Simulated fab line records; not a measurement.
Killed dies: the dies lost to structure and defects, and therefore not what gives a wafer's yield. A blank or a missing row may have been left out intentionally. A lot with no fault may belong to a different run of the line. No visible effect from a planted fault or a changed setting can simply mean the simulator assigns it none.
The same fault as seen by 2 desks :: flow berkeley_cmos170 :: every desk sees just its own numbers, and what lay behind them comes last

FROM THE METROLOGY DESK
Means of the sampled wafers that have a number, per lot and without regard to the tool the lot ran on: this is what the gauges read. Marked OUT: a lot whose mean sits more than 4 standard deviations from the usual mean, which makes it out of limits; the brackets give that distance.
Columns: A = NLDD_OVL at UCB170_NLDD_OVL_MEAS_07, usual 1 nm; B = SPACER_TEOS_THK at UCB170_SPACER_THK_MEAS_01, usual 378 nm; C = cd_nm at UCB170_NSD_CD_MEAS_06, usual 1199.4 nm; D = NSD_TW at UCB170_NSD_TW_MEAS_10, usual 4176
lot: L717
first seen here: day 7 22:06
A: 1
B: 375
C: 1200.0
D: 4124

lot: L719
first seen here: day 8 10:28
A: -8
B: 383
C: 1197.5
D: 4122

lot: L721
first seen here: day 8 10:45
A: -2
B: 379
C: 1199.4
D: 4225

lot: L722
first seen here: day 8 11:02
A: 6
B: 374
C: 1199.9
D: 4198

lot: L720
first seen here: day 8 11:19
A: -6
B: 375
C: 1200.6
D: 4177

lot: L724
first seen here: day 8 23:02
A: 5
B: 378
C: 1197.3
D: 4221

lot: L723
first seen here: day 8 23:50
A: 3
B: 380
C: 1200.8
D: 4203

lot: L726
first seen here: day 9 16:17
A: 1
B: 385
C: 1199.3
D: 4214

lot: L728
first seen here: day 10 06:17
A: -6
B: 377
C: 1200.0
D: 4219

lot: L734
first seen here: day 11 07:44
A: -3
B: 380
C: 1190.5 (-5.5) OUT
D: 4190

lot: L733
first seen here: day 11 07:51
A: 2
B: 373
C: 1193.2
D: 4193

lot: L735
first seen here: day 11 09:18
A: -6
B: 376
C: 1200.8
D: 4161

lot: L736
first seen here: day 11 21:38
A: 3
B: 380
C: 1197.0
D: 4110

lot: L738
first seen here: day 12 08:01
A: -3
B: 372
C: 1197.2
D: 4092
This desk's finding: out of limits on L734; first on L734, day 11 18:21 (cd_nm at UCB170_NSD_CD_MEAS_06). Within limits: L717, L719, L721, L722, L720, L724, L723, L726, L728, L733, L735, L736, L738.

DESK OF THE TOOL OWNER: litho_track-03
UCB170_NSD_PEB_04, tool's own readings: per-lot mean of the sampled wafers with a number, covering each lot this tool ran. Marked OUT: a lot whose mean sits more than 4 standard deviations from the usual mean, which makes it out of limits; the brackets give that distance.
Columns: A = heater_power_total_W at UCB170_NSD_PEB_04, usual 56.80 W
lot: L719
first seen here: day 8 22:16
A: 56.82

lot: L723
first seen here: day 9 09:26
A: 56.84

lot: L734
first seen here: day 11 18:05
A: 59.24 (+53) OUT

lot: L733
first seen here: day 11 18:38
A: 59.19 (+52) OUT
This desk's finding: out of limits on L733, L734; first on L734, day 11 18:05 (heater_power_total_W at UCB170_NSD_PEB_04). Within limits: L719, L723.

PUT TOGETHER
The tool owner's desk could have raised an alarm at day 11 18:05, on L733, L734.
L734 would have let the metrology desk raise an alarm at day 11 18:21.
The metrology desk has L733 on record, within its limits.
Every lot named ran UCB170_NSD_PEB_04 on litho_track-03.

WHAT HAD BEEN PUT IN BY THE SIMULATOR
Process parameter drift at UCB170_NSD_PEB_04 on litho_track-03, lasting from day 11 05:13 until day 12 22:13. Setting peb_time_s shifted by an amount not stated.
Shown lots that were struck: L733, L734.
Fault start to first reading out of limits, in hours, per desk: tool owner, 13; metrology, 13.
